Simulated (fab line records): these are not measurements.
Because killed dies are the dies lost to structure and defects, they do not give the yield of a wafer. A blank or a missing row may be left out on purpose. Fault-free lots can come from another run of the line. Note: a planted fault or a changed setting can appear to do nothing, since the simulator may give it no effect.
fab line records	flow ritCmos
[record] lots = 14	wafers = 42	lastDay = 7
route steps=202 shown PRETRO@73 GATE@96 PLDD@122 NSD@140 M1@202
lots untouched by any fault: they come from a run of this same line in which no faults occurred
startH: hours from the record's opening day to when the first of the lot's shown wafers began	waitH: hours elapsed since this lot's preceding step	" as in the row above	L1.1+2: a row that stands for several wafers	- either no value or no given start	* or withheld: withheld	< > ~ a bound
route shown NAME@n: NAME is a module with steps in the file, n the number in the route of the first one	usual: mean/standard deviation of fault-free wafers	same: alike in all rows	chamber/n: place in a boat	sites: readings site by site	_std_site: the values' standard deviation	_edge_site: outer sites' mean less inner sites'	radiusMm: for every site, how far away it sits from the centre of the wafer	mask NAME#n: copy n	behind: the most recent tool/chamber to have shaped the wafer	hold: cause of the lot's hold/its duration in hours/its outcome	device: whichever transistor did not switch (one of n, p or np)	end of line: the tests these same wafers got at the end of their route	where a step has no rows: the recipe by itself	killed: count of dies lost to structure and defects at first sort (not the wafer's yield)	map: a wafer's dies, marking killed ones x, the rest . and places with no die _
set.NAME: the setting the step ran with; set.NAME@STEP: the setting that earlier step ran with	model.NAME: the simulator's own value behind a step, which no gauge read
a sample of lots followed through the steps of the route, with each step as a table and each wafer as a row
services: a tool's chamber out of use, with start hour (startH, from the record's first day; less than 0 if before it), hours out, and reason
[[steps]]
[step RIT_PRETRO_STRIP_09]
[recipe] chemistry = O2	timeS = 180	resist = NOVOLAK	platenTempC = withheld	powerW = 500	pressureMtorr = 4000	o2FlowSccm = 4000
[usual] drypumpMotorCurrentA = 5.87/0.28
lot.wafer	tool	chamber	startH	waitH	drypumpMotorCurrentA	rfHoursCounterH
L165.2	plasmaAsher-01	0	33.16	0.1	5.37	37
L165.3	"	0	"	"	5.36	-
L165.4	"	1	"	"	6.02	-
L166.1	plasmaAsher-01	0	37.26	0.1	5.40	38
L166.3	"	0	"	"	5.37	-
L166.6	"	0	"	"	5.37	-
L167.3	plasmaAsher-02	1	41.07	0.1	5.96	-
L167.4	"	0	"	"	6.23	-
L167.5	"	0	"	"	6.24	-
L168.1	plasmaAsher-02	1	46.19	0.1	5.99	24
L168.2	"	0	"	"	6.23	24
L168.6	"	1	"	"	5.98	-
L169.1	plasmaAsher-04	0	52.37	0.1	5.87	43
L169.4	"	1	"	"	5.50	-
L169.5	"	0	"	"	5.86	-
L170.1	plasmaAsher-04	1	57.52	0.1	5.51	43
L170.2	"	0	"	"	5.87	43
L170.6	"	1	"	"	5.51	-
L171.1	plasmaAsher-01	0	63.74	0.1	5.39	41
L171.4	"	0	"	"	5.37	-
L171.6	"	0	"	"	5.36	-
L172.1	plasmaAsher-02	0	67.84	0.1	6.24	26
L172.3	"	1	"	"	5.96	-
L172.6	"	0	"	"	6.25	-
L173.1	plasmaAsher-01	0	71.73	0.1	5.39	42
L173.2	"	1	"	"	6.04	42
L173.4	"	0	"	"	5.36	-
L174.1	plasmaAsher-04	0	76.45	0.1	5.88	45
L174.3	"	1	"	"	5.52	-
L174.6	"	1	"	"	5.51	-
L175.1	plasmaAsher-04	1	81.58	0.1	5.54	46
L175.3	"	1	"	"	5.54	-
L175.4	"	0	"	"	5.86	-
L176.4	plasmaAsher-02	0	87.52	0.1	6.25	-
L176.5	"	1	"	"	5.96	-
L176.6	"	0	"	"	6.24	-
L183.2	plasmaAsher-04	0	122.05	0.1	5.89	51
L183.4	"	1	"	"	5.54	-
L183.5	"	0	"	"	5.89	-
L185.1	plasmaAsher-02	1	130.79	0.1	5.95	33
L185.2	"	0	"	"	6.23	33
L185.6	"	1	"	"	5.98	-
[step RIT_GATE_STRIP_20]
[recipe] chemistry = O2	timeS = 180	resist = NOVOLAK	platenTempC = withheld	powerW = 500	pressureMtorr = 4000	o2FlowSccm = 4000
[usual] drypumpMotorCurrentA = 5.63/0.28
lot.wafer	tool	chamber	startH	waitH	drypumpMotorCurrentA	rfHoursCounterH
L165.2	plasmaAsher-03	1	38.33	0.1	5.45	40
L165.3	"	0	"	"	5.23	-
L165.4	"	1	"	"	5.45	-
L166.1	plasmaAsher-04	0	42.44	0.1	5.87	42
L166.3	"	0	"	"	5.86	-
L166.6	"	1	"	"	5.55	-
L167.3	plasmaAsher-04	1	49.21	0.1	5.53	-
L167.4	"	0	"	"	5.87	-
L167.5	"	1	"	"	5.52	-
L168.1	plasmaAsher-04	0	53.60	0.1	5.89	43
L168.2	"	1	"	"	5.55	43
L168.6	"	0	"	"	5.88	-
L169.1	plasmaAsher-01	0	57.97	0.1	5.41	40
L169.4	"	0	"	"	5.39	-
L169.5	"	0	"	"	5.40	-
L170.1	plasmaAsher-01	0	62.78	0.1	5.37	41
L170.2	"	1	"	"	6.04	41
L170.6	"	1	"	"	6.04	-
L171.1	plasmaAsher-04	0	69.77	0.1	5.86	45
L171.4	"	0	"	"	5.87	-
L171.6	"	0	"	"	5.88	-
L172.1	plasmaAsher-01	1	73.83	0.1	6.05	42
L172.3	"	0	"	"	5.39	-
L172.6	"	0	"	"	5.38	-
L173.1	plasmaAsher-04	0	78.42	0.1	5.88	45
L173.2	"	1	"	"	5.52	45
L173.4	"	1	"	"	5.53	-
L174.1	plasmaAsher-01	1	81.62	0.1	6.05	43
L174.3	"	1	"	"	6.01	-
L174.6	"	0	"	"	5.37	-
L175.1	plasmaAsher-04	0	86.74	0.1	5.88	46
L175.3	"	0	"	"	5.89	-
L175.4	"	1	"	"	5.53	-
L176.4	plasmaAsher-03	1	92.84	0.1	5.44	-
L176.5	"	0	"	"	5.25	-
L176.6	"	1	"	"	5.46	-
L183.2	plasmaAsher-01	0	127.91	0.1	5.38	1
L183.4	"	1	"	"	6.04	-
L183.5	"	1	"	"	6.03	-
L185.1	plasmaAsher-01	0	140.30	0.1	5.38	2
L185.2	"	1	"	"	6.02	2
L185.6	"	1	"	"	6.03	-
[step RIT_PLDD_IMPLANT_08]
[recipe] species = BF2	energyKev = 20	doseCm2 = 9e+14	tiltDeg = 7
[usual] doseIonsCm2 = 8.998e+14/1e+12	endStationPressureTorr = 7.3e-06/3.7e-07	faradayCurrentUA = 2815/54
lot.wafer	tool	chamber	startH	waitH	doseIonsCm2	endStationPressureTorr	faradayCurrentUA
L165.2	implanter-02	0	44.37	0.1	8.996e+14	7.5e-06	2850
L165.3	"	0	"	"	8.996e+14	7.9e-06	2867
L165.4	"	0	"	"	8.99e+14	6.4e-06	2743
L166.1	implanter-04	0	48.55	0.1	9.014e+14	6.5e-06	2746
L166.3	"	0	"	"	9.003e+14	7.1e-06	2930
L166.6	"	0	"	"	8.998e+14	6.8e-06	2709
L167.3	implanter-04	0	55.24	0.1	8.994e+14	7.9e-06	2939
L167.4	"	0	"	"	9.011e+14	7.5e-06	2800
L167.5	"	0	"	"	8.999e+14	7.1e-06	2961
L168.1	implanter-02	0	59.45	0.1	8.979e+14	7e-06	2804
L168.2	"	0	"	"	8.986e+14	7.4e-06	2816
L168.6	"	0	"	"	8.986e+14	7.2e-06	2764
L169.1	implanter-02	0	63.82	0.1	9.005e+14	7.4e-06	2796
L169.4	"	0	"	"	9.004e+14	7.6e-06	2837
L169.5	"	0	"	"	8.997e+14	7.4e-06	2705
L170.1	implanter-02	0	68.55	0.1	8.988e+14	7.2e-06	2859
L170.2	"	0	"	"	9.003e+14	6.9e-06	2783
L170.6	"	0	"	"	8.985e+14	7.5e-06	2785
L171.1	implanter-04	0	75.75	0.1	9.002e+14	7.1e-06	2811
L171.4	"	0	"	"	9.008e+14	7.3e-06	2754
L171.6	"	0	"	"	8.971e+14	8.1e-06	2914
L172.1	implanter-01	0	79.69	0.1	9.017e+14	7e-06	2741
L172.3	"	0	"	"	9.002e+14	8.4e-06	2873
L172.6	"	0	"	"	9.004e+14	6.7e-06	2867
L173.1	implanter-02	0	84.69	0.1	8.97e+14	7.4e-06	2848
L173.2	"	0	"	"	8.996e+14	7.3e-06	2745
L173.4	"	0	"	"	9.007e+14	7.6e-06	2864
L174.1	implanter-02	0	87.51	0.1	8.992e+14	7.1e-06	2791
L174.3	"	0	"	"	8.996e+14	7.1e-06	2793
L174.6	"	0	"	"	8.974e+14	7.6e-06	2847
L175.1	implanter-02	0	92.84	0.1	9.015e+14	7.5e-06	2810
L175.3	"	0	"	"	9.014e+14	7.2e-06	2866
L175.4	"	0	"	"	9.007e+14	6.9e-06	2767
L176.4	implanter-02	0	99.02	0.1	8.986e+14	7.1e-06	2846
L176.5	"	0	"	"	9.003e+14	7.2e-06	2839
L176.6	"	0	"	"	9.002e+14	7.5e-06	2759
L183.2	implanter-04	0	133.69	0.1	2.703e+14	5.6e-06	849
L183.4	"	0	"	"	2.699e+14	5.5e-06	852
L183.5	"	0	"	"	2.717e+14	5.6e-06	867
L185.1	implanter-04	0	146.28	0.1	2.701e+14	6.2e-06	859
L185.2	"	0	"	"	2.7e+14	6.1e-06	833
L185.6	"	0	"	"	2.69e+14	6.2e-06	850
[step RIT_PLDD_TW_MEAS_10]
[usual] PLDD_TW = 2353/15
lot.wafer	tool	chamber	startH	waitH	PLDD_TW
L165.2	filmMetro-03	-	44.68	0.1	2331
L165.3	"	-	"	"	2341
L165.4	"	-	"	"	2362
L166.1	filmMetro-01	-	48.87	0.1	2373
L166.3	"	-	"	"	2384
L166.6	"	-	"	"	2369
L167.3	filmMetro-03	-	55.54	0.1	2334
L167.4	"	-	"	"	2339
L167.5	"	-	"	"	2340
L168.1	filmMetro-01	-	59.78	0.1	2371
L168.2	"	-	"	"	2377
L168.6	"	-	"	"	2390
L169.1	filmMetro-04	-	64.15	0.1	2339
L169.4	"	-	"	"	2331
L169.5	"	-	"	"	2337
L170.1	filmMetro-03	-	68.87	0.1	2334
L170.2	"	-	"	"	2328
L170.6	"	-	"	"	2339
L171.1	filmMetro-01	-	76.07	0.1	2354
L171.4	"	-	"	"	2366
L171.6	"	-	"	"	2379
L172.1	filmMetro-01	-	80.02	0.1	2367
L172.3	"	-	"	"	2371
L172.6	"	-	"	"	2372
L173.1	filmMetro-01	-	85.02	0.1	2360
L173.2	"	-	"	"	2358
L173.4	"	-	"	"	2373
L174.1	filmMetro-04	-	87.84	0.1	2353
L174.3	"	-	"	"	2343
L174.6	"	-	"	"	2334
L175.1	filmMetro-04	-	93.17	0.1	2345
L175.3	"	-	"	"	2344
L175.4	"	-	"	"	2343
L176.4	filmMetro-03	-	99.30	0.1	2334
L176.5	"	-	"	"	2340
L176.6	"	-	"	"	2339
L183.2	filmMetro-01	-	134.00	0.1	1689
L183.4	"	-	"	"	1674
L183.5	"	-	"	"	1678
L185.1	filmMetro-01	-	146.60	0.1	1685
L185.2	"	-	"	"	1681
L185.6	"	-	"	"	1685
[step RIT_NSD_STRIP_09]
[recipe] chemistry = O2	timeS = 180	resist = NOVOLAK	platenTempC = withheld	powerW = 500	pressureMtorr = 4000	o2FlowSccm = 4000
[usual] drypumpMotorCurrentA = 5.8/0.3
lot.wafer	tool	chamber	startH	waitH	drypumpMotorCurrentA	rfHoursCounterH
L165.2	plasmaAsher-01	1	48.45	0.1	6.0	39
L165.3	"	0	"	"	5.4	-
L165.4	"	1	"	"	6.0	-
L166.1	plasmaAsher-02	0	52.75	0.1	6.2	24
L166.3	"	1	"	"	6.0	-
L166.6	"	1	"	"	6.0	-
L167.3	plasmaAsher-02	1	59.40	0.1	6.0	-
L167.4	"	0	"	"	6.2	-
L167.5	"	0	"	"	6.2	-
L168.1	plasmaAsher-02	1	63.55	0.1	6.0	26
L168.2	"	0	"	"	6.3	26
L168.6	"	1	"	"	6.0	-
L169.1	plasmaAsher-01	0	68.03	0.1	5.4	41
L169.4	"	0	"	"	5.4	-
L169.5	"	1	"	"	6.0	-
L170.1	plasmaAsher-02	0	72.64	0.1	6.3	27
L170.2	"	1	"	"	5.9	27
L170.6	"	1	"	"	6.0	-
L171.1	plasmaAsher-04	1	80.01	0.1	5.5	46
L171.4	"	0	"	"	5.9	-
L171.6	"	1	"	"	5.5	-
L172.1	plasmaAsher-01	1	83.88	0.1	6.0	43
L172.3	"	1	"	"	6.0	-
L172.6	"	1	"	"	6.0	-
L173.1	plasmaAsher-01	1	89.72	0.1	6.0	44
L173.2	"	0	"	"	5.4	44
L173.4	"	0	"	"	5.4	-
L174.1	plasmaAsher-01	0	91.87	0.1	5.4	44
L174.3	"	0	"	"	5.4	-
L174.6	"	0	"	"	5.4	-
L175.1	plasmaAsher-01	0	97.35	0.1	5.4	45
L175.3	"	0	"	"	5.4	-
L175.4	"	1	"	"	6.0	-
L176.4	plasmaAsher-04	1	104.37	0.1	5.5	-
L176.5	"	1	"	"	5.5	-
L176.6	"	0	"	"	5.9	-
L183.2	plasmaAsher-04	0	138.10	0.1	5.9	52
L183.4	"	0	"	"	5.9	-
L183.5	"	0	"	"	5.9	-
L185.1	plasmaAsher-01	1	150.34	0.1	6.0	3
L185.2	"	0	"	"	5.4	3
L185.6	"	0	"	"	5.4	-
[step RIT_SDANNEAL_RS_MEAS_06]
[recipe] thkMeasGauge = four-point-probe
[usual] PLDD_RS = 178.6/0.68
lot.wafer	tool	chamber	startH	waitH	PLDD_RS[ohm/sq]
L165.2	filmMetro-01	-	50.82	0.1	178.1
L165.3	"	-	"	"	177.9
L165.4	"	-	"	"	177.5
L166.1	filmMetro-04	-	55.29	0.1	179.1
L166.3	"	-	"	"	179.1
L166.6	"	-	"	"	178.5
L167.3	filmMetro-03	-	61.84	0.1	179.0
L167.4	"	-	"	"	179.1
L167.5	"	-	"	"	178.7
L168.1	filmMetro-03	-	65.88	0.1	178.4
L168.2	"	-	"	"	178.1
L168.6	"	-	"	"	178.5
L169.1	filmMetro-03	-	70.47	0.1	179.3
L169.4	"	-	"	"	179.0
L169.5	"	-	"	"	178.9
L170.1	filmMetro-01	-	74.97	0.1	178.9
L170.2	"	-	"	"	178.8
L170.6	"	-	"	"	178.9
L171.1	filmMetro-04	-	82.33	0.1	178.8
L171.4	"	-	"	"	179.5
L171.6	"	-	"	"	178.5
L172.1	filmMetro-03	-	86.20	0.1	178.0
L172.3	"	-	"	"	178.3
L172.6	"	-	"	"	177.9
L173.1	filmMetro-03	-	92.25	0.1	178.8
L173.2	"	-	"	"	178.4
L173.4	"	-	"	"	178.5
L174.1	filmMetro-03	-	94.31	0.1	178.1
L174.3	"	-	"	"	178.2
L174.6	"	-	"	"	178.3
L175.1	filmMetro-04	-	99.80	0.1	179.3
L175.3	"	-	"	"	179.3
L175.4	"	-	"	"	179.1
L176.4	filmMetro-04	-	106.69	0.1	178.8
L176.5	"	-	"	"	179.6
L176.6	"	-	"	"	179.2
L183.2	filmMetro-03	-	140.52	0.1	428.7
L183.4	"	-	"	"	432.1
L183.5	"	-	"	"	431.3
L185.1	filmMetro-04	-	152.66	0.1	430.0
L185.2	"	-	"	"	427.3
L185.6	"	-	"	"	427.6
[step RIT_M1_PROBE_99]
[usual] killed_at_M0_to_M3 = 0.0/0.14	killedAtContacts = 0.0/0.22	killedAtFrontEnd = 7/3	killedDies = 7/3.1	killedOpen = 3.4/2.1	killedShort = 3.2/1.9
[same] grossDies = 264	killed_at_M4_up = 0	killedAtBackSide = 0	killedAtOther = 0
lot.wafer	tool	chamber	startH	waitH	killed_at_M0_to_M3	killedAtContacts	killedAtFrontEnd	killedDies	killedOpen	killedShort
L165.2	prober-01	-	58.50	0.1	0	0	5	5	1	4
L165.3	prober-01	-	58.55	0.2	0	0	13	13	5	8
L165.4	prober-01	-	58.60	0.2	0	0	9	9	5	4
L166.1	prober-02	-	62.80	0.1	0	0	7	7	4	3
L166.3	prober-02	-	62.90	0.2	0	0	11	11	4	7
L166.6	prober-02	-	63.05	0.2	0	1	7	8	6	2
L167.3	prober-01	-	69.02	0.2	0	0	2	2	1	1
L167.4	prober-01	-	69.07	0.2	0	0	6	6	3	3
L167.5	prober-01	-	69.12	0.2	0	0	2	2	1	1
L168.1	prober-01	-	73.28	0.1	0	0	6	6	2	4
L168.2	prober-01	-	73.33	0.1	0	0	7	7	4	3
L168.6	prober-01	-	73.53	0.2	1	0	7	8	4	4
L169.1	prober-02	-	78.70	0.1	0	0	9	9	7	2
L169.4	prober-02	-	78.85	0.2	0	1	7	8	6	2
L169.5	prober-02	-	78.90	0.2	0	0	10	10	6	4
L170.1	prober-01	-	82.12	0.1	0	0	5	5	2	3
L170.2	prober-01	-	82.17	0.1	0	0	6	6	2	4
L170.6	prober-01	-	82.37	0.2	0	0	7	7	4	3
L171.1	prober-02	-	90.10	0.1	0	0	7	7	6	1
L171.4	prober-02	-	90.25	0.2	0	0	4	4	2	2
L171.6	prober-02	-	90.35	0.2	0	0	11	11	4	7
L172.1	prober-01	-	93.52	0.1	0	1	9	10	5	5
L172.3	prober-01	-	93.62	0.2	0	0	5	5	1	4
L172.6	prober-01	-	93.77	0.2	0	0	5	5	4	1
L173.1	prober-02	-	99.56	0.1	0	0	4	4	3	1
L173.2	prober-02	-	99.61	0.1	0	0	7	7	4	3
L173.4	prober-02	-	99.71	0.2	0	0	6	6	2	4
L174.1	prober-01	-	101.50	0.1	0	0	2	2	2	0
L174.3	prober-01	-	101.60	0.2	0	0	9	9	4	5
L174.6	prober-01	-	101.75	0.2	0	0	6	6	1	5
L175.1	prober-02	-	107.02	0.1	0	0	3	3	1	2
L175.3	prober-02	-	107.12	0.2	0	0	6	6	4	2
L175.4	prober-02	-	107.17	0.2	0	0	5	5	2	3
L176.4	prober-01	-	115.12	0.2	0	0	10	10	4	6
L176.5	prober-01	-	115.17	0.2	0	0	9	9	3	6
L176.6	prober-01	-	115.22	0.2	0	0	11	11	8	3
L183.2	prober-02	-	147.79	0.1	0	0	5	5	3	2
L183.4	prober-02	-	147.89	0.2	0	0	6	6	0	6
L183.5	prober-02	-	147.94	0.2	0	0	11	11	8	3
L185.1	prober-02	-	159.83	0.1	0	0	9	9	5	4
L185.2	prober-02	-	159.88	0.1	0	0	12	12	6	6
L185.6	prober-02	-	160.08	0.2	0	0	12	12	4	8
// killed by level:class
L165.2 GATE:geometricParticle:short=3 GATE:geometricParticle:open=1 REOX:geometricParticle:short=1
L165.3 GATE:geometricParticle:open=4 SILICIDE:geometricParticle:short=3 REOX:geometricParticle:short=2 FOX1:geometricParticle:short=1 GATE:geometricParticle:short=1 SPACER:geometricParticle:short=1 SPACER:geometricParticle:open=1
L165.4 GATE:geometricParticle:open=3 FOX1:geometricParticle:open=2 FOX1:geometricParticle:short=2 GATE:geometricParticle:short=2
L166.1 GATE:geometricParticle:short=3 SILICIDE:geometricParticle:open=2 GATE:geometricParticle:open=1 REOX:geometricParticle:open=1
L166.3 GATE:geometricParticle:open=2 REOX:geometricParticle:short=2 SILICIDE:geometricParticle:short=2 FOX1:geometricParticle:open=1 FOX1:geometricParticle:short=1 GATE:geometricParticle:short=1 SPACER:geometricParticle:short=1 SPACER:geometricParticle:open=1
L166.6 GATE:geometricParticle:open=3 REOX:geometricParticle:open=2 SPACER:geometricParticle:short=1 SILICIDE:geometricParticle:open=1 CONTACT:geometricParticle:short=1
L167.3 GATE:geometricParticle:short=1 REOX:geometricParticle:open=1
L167.4 REOX:geometricParticle:open=2 REOX:geometricParticle:short=2 FOX2:geometricParticle:short=1 SILICIDE:geometricParticle:open=1
L167.5 GATE:geometricParticle:open=1 REOX:geometricParticle:short=1
L168.1 SPACER:geometricParticle:short=2 FOX2:geometricParticle:short=1 GATE:geometricParticle:open=1 REOX:geometricParticle:short=1 SILICIDE:geometricParticle:open=1
L168.2 FOX2:geometricParticle:open=2 GATE:geometricParticle:open=2 FOX2:geometricParticle:short=1 REOX:geometricParticle:short=1 SPACER:geometricParticle:short=1
L168.6 FOX1:geometricParticle:open=1 FOX2:geometricParticle:open=1 GATE:geometricParticle:short=1 GATE:geometricParticle:open=1 REOX:geometricParticle:short=1 REOX:geometricParticle:open=1 SPACER:geometricParticle:short=1 M1:geometricParticle:short=1
L169.1 GATE:geometricParticle:open=5 FOX2:geometricParticle:short=1 FOX2:geometricParticle:open=1 SPACER:geometricParticle:short=1 SILICIDE:geometricParticle:open=1
L169.4 GATE:geometricParticle:open=4 GATE:geometricParticle:short=1 SPACER:geometricParticle:short=1 SPACER:geometricParticle:open=1 CONTACT:geometricParticle:open=1
L169.5 GATE:geometricParticle:open=2 SILICIDE:geometricParticle:open=2 GATE:geometricParticle:short=1 REOX:geometricParticle:short=1 REOX:geometricParticle:open=1 SPACER:geometricParticle:short=1 SPACER:geometricParticle:open=1 SILICIDE:geometricParticle:short=1
L170.1 FOX1:geometricParticle:short=2 GATE:geometricParticle:open=1 GATE:geometricParticle:short=1 SILICIDE:geometricParticle:open=1
L170.2 FOX2:geometricParticle:short=2 GATE:geometricParticle:short=2 GATE:geometricParticle:open=2
L170.6 GATE:geometricParticle:short=3 GATE:geometricParticle:open=2 FOX1:geometricParticle:open=1 SPACER:geometricParticle:open=1
L171.1 GATE:geometricParticle:open=2 SILICIDE:geometricParticle:open=2 FOX1:geometricParticle:open=1 FOX2:geometricParticle:open=1 SILICIDE:geometricParticle:short=1
L171.4 FOX1:geometricParticle:open=1 FOX2:geometricParticle:open=1 FOX2:geometricParticle:short=1 SILICIDE:geometricParticle:short=1
L171.6 GATE:geometricParticle:short=5 GATE:geometricParticle:open=3 FOX1:geometricParticle:short=1 FOX2:geometricParticle:open=1 FOX2:geometricParticle:short=1
L172.1 FOX1:geometricParticle:short=2 SPACER:geometricParticle:open=2 FOX1:geometricParticle:open=1 FOX2:geometricParticle:short=1 SPACER:geometricParticle:short=1 SILICIDE:geometricParticle:short=1 SILICIDE:geometricParticle:open=1 CONTACT:geometricParticle:open=1
L172.3 FOX1:geometricParticle:short=2 SILICIDE:geometricParticle:short=2 FOX2:geometricParticle:open=1
L172.6 REOX:geometricParticle:open=2 FOX1:geometricParticle:open=1 FOX2:geometricParticle:short=1 FOX2:geometricParticle:open=1
L173.1 GATE:geometricParticle:open=3 GATE:geometricParticle:short=1
L173.2 GATE:geometricParticle:open=4 GATE:geometricParticle:short=2 FOX1:geometricParticle:short=1
L173.4 REOX:geometricParticle:short=2 FOX1:geometricParticle:short=1 FOX1:geometricParticle:open=1 GATE:geometricParticle:open=1 SILICIDE:geometricParticle:short=1
L174.1 GATE:geometricParticle:open=2
L174.3 GATE:geometricParticle:short=3 GATE:geometricParticle:open=2 FOX1:geometricParticle:open=1 REOX:geometricParticle:open=1 SPACER:geometricParticle:short=1 SILICIDE:geometricParticle:short=1
L174.6 GATE:geometricParticle:short=3 FOX1:geometricParticle:short=1 GATE:geometricParticle:open=1 REOX:geometricParticle:short=1
L175.1 GATE:geometricParticle:short=1 GATE:geometricParticle:open=1 REOX:geometricParticle:short=1
L175.3 REOX:geometricParticle:open=2 GATE:geometricParticle:short=1 GATE:geometricParticle:open=1 REOX:geometricParticle:short=1 SILICIDE:geometricParticle:open=1
L175.4 GATE:geometricParticle:open=2 SILICIDE:geometricParticle:short=2 GATE:geometricParticle:short=1
L176.4 FOX1:geometricParticle:short=2 GATE:geometricParticle:open=2 GATE:geometricParticle:short=2 FOX2:geometricParticle:open=1 REOX:geometricParticle:open=1 REOX:geometricParticle:short=1 SILICIDE:geometricParticle:short=1
L176.5 FOX1:geometricParticle:short=3 FOX1:geometricParticle:open=2 GATE:geometricParticle:short=2 GATE:geometricParticle:open=1 SPACER:geometricParticle:short=1
L176.6 GATE:geometricParticle:open=4 FOX1:geometricParticle:open=2 FOX1:geometricParticle:short=1 FOX2:geometricParticle:short=1 FOX2:geometricParticle:open=1 GATE:geometricParticle:short=1 REOX:geometricParticle:open=1
L183.2 FOX1:geometricParticle:open=1 FOX2:geometricParticle:short=1 GATE:geometricParticle:short=1 REOX:geometricParticle:open=1 SPACER:geometricParticle:open=1
L183.4 GATE:geometricParticle:short=2 SPACER:geometricParticle:short=2 REOX:geometricParticle:short=1 SILICIDE:geometricParticle:short=1
L183.5 FOX1:geometricParticle:open=3 FOX1:geometricParticle:short=3 SPACER:geometricParticle:open=2 FOX2:geometricParticle:open=1 GATE:geometricParticle:open=1 SILICIDE:geometricParticle:open=1
L185.1 REOX:geometricParticle:short=2 FOX1:geometricParticle:short=1 FOX1:geometricParticle:open=1 FOX2:geometricParticle:open=1 GATE:geometricParticle:open=1 REOX:geometricParticle:open=1 SPACER:geometricParticle:open=1 SILICIDE:geometricParticle:short=1
L185.2 FOX2:geometricParticle:open=2 GATE:geometricParticle:open=2 REOX:geometricParticle:short=2 SPACER:geometricParticle:short=2 SILICIDE:geometricParticle:short=2 REOX:geometricParticle:open=1 SPACER:geometricParticle:open=1
L185.6 GATE:geometricParticle:short=3 REOX:geometricParticle:open=2 REOX:geometricParticle:short=2 FOX1:geometricParticle:short=1 FOX2:geometricParticle:short=1 FOX2:geometricParticle:open=1 SPACER:geometricParticle:short=1 SILICIDE:geometricParticle:open=1
[[services]]
tool	chamber	startH	hours	kind
implanter-04	-	15.75	0.7	repair
plasmaAsher-01	-	17.66	12.7	repair
implanter-01	-	44.20	4.1	pm
implanter-01	-	49.39	4.1	repair
plasmaAsher-04	-	71.49	0.9	repair
plasmaAsher-01	-	108.75	9.0	pm
plasmaAsher-01	0	108.75	9.0	ventCycle
plasmaAsher-01	1	108.75	9.0	ventCycle
plasmaAsher-03	-	114.87	0.8	repair
implanter-02	-	114.88	8.7	pm
plasmaAsher-01	0	117.75	-	clean
plasmaAsher-01	1	117.75	-	clean
[[key]]
[firstSign] step = RIT_PLDD_IMPLANT_08	reading = doseIonsCm2	direction = down	sigmas = 99+	usual = 8.998e+14	struck = 2.702e+14
[effect] step = RIT_PLDD_IMPLANT_08	reading = faradayCurrentUA	direction = down	sigmas = 36	usual = 2815	struck = 852
[effect] step = RIT_PLDD_TW_MEAS_10	reading = PLDD_TW	direction = down	sigmas = 45	usual = 2353	struck = 1682
[effect] step = RIT_SDANNEAL_RS_MEAS_06	reading = PLDD_RS	direction = up	sigmas = 99+	usual = 178.6	struck = 429.5
metAt RIT_PLDD_IMPLANT_08
struckLots L183,L185
testerLeftOut L183,L185
notActingAt RIT_PRETRO_STRIP_09,RIT_GATE_STRIP_20,RIT_NSD_STRIP_09
onsetBetween 75.75 133.69
[fault] kind = processParameterDrift	tool = implanter-04	chamber = -	onsetH = 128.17	steps = RIT_PLDD_IMPLANT_08	channel = doseCm2	offset = -6.3e+14	shape = step	endH = 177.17	actsIn = theseRecipesOnly	stated = 9e+14
// testerLeftOut: of these lots the tester's yield and bins aren't shown, on N5 and GAA mostly nor the transistor test; their killed dies are dies lost to structure and defects alone, not to doping, threshold or leakage, so they don't give the yield
